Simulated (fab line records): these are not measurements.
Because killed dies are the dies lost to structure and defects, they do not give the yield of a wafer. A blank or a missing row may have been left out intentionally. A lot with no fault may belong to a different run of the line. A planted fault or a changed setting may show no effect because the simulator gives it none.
Chamber matching + flow berkeley cmos170 + UCB170_V1_CMP_02 on cmp-01: 4 sister chambers
The step polishes SiO2. 4 wafers are shown with their chamber, then 8 later ones without.

WAFERS, EACH WITH ITS CHAMBER
| wafer  | chamber | motor current A (A) |
|--------|---------|---------------------|
| L229.3 | 1       | 12.8                |
| L230.4 | 2       | 14.6                |
| L233.5 | 0       | 17.2                |
| L236.2 | 3       | 17.2                |

WAFERS MISSING THEIR CHAMBER
| wafer  | motor current A (A) |
|--------|---------------------|
| L236.4 | 14.5                |
| L236.5 | 17.5                |
| L241.1 | 13.2                |
| L241.2 | 14.1                |
| L241.5 | 16.8                |
| L240.2 | 15.9                |
| L240.3 | 14.1                |
| L240.6 | 16.9                |

CHAMBER TAKEN BY EACH
| wafer  | from the rows above          | in truth |
|--------|------------------------------|----------|
| L236.4 | 2                            | 2        |
| L236.5 | can't be placed: 0 or 3      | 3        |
| L241.1 | can't be placed: 1 or 2      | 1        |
| L241.2 | can't be placed: 2 or 1      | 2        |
| L241.5 | can't be placed: 0 or 3      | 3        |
| L240.2 | can't be placed: 0 or 3 or 2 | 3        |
| L240.3 | can't be placed: 2 or 1      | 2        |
| L240.6 | can't be placed: 0 or 3      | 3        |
Correctly placed: 1 of 8. Can't be placed from these rows: 7 (the true chamber is among the candidates in 7). Wrongly placed: 0.
How it was worked out, from the rows above alone: a wafer's distance from a chamber is the root of the sum, over the readings, of the square of ((its reading less the chamber's mean) divided by the reading's scatter). If the next closest chamber is less than 2 further off than the closest, the wafer can't be placed; otherwise it belongs to the closest. The mean given for a chamber averages the wafers shown for that chamber. The scatter: root of mean squared gap, hidden wafer to nearest shown wafer, with one shown wafer a chamber.
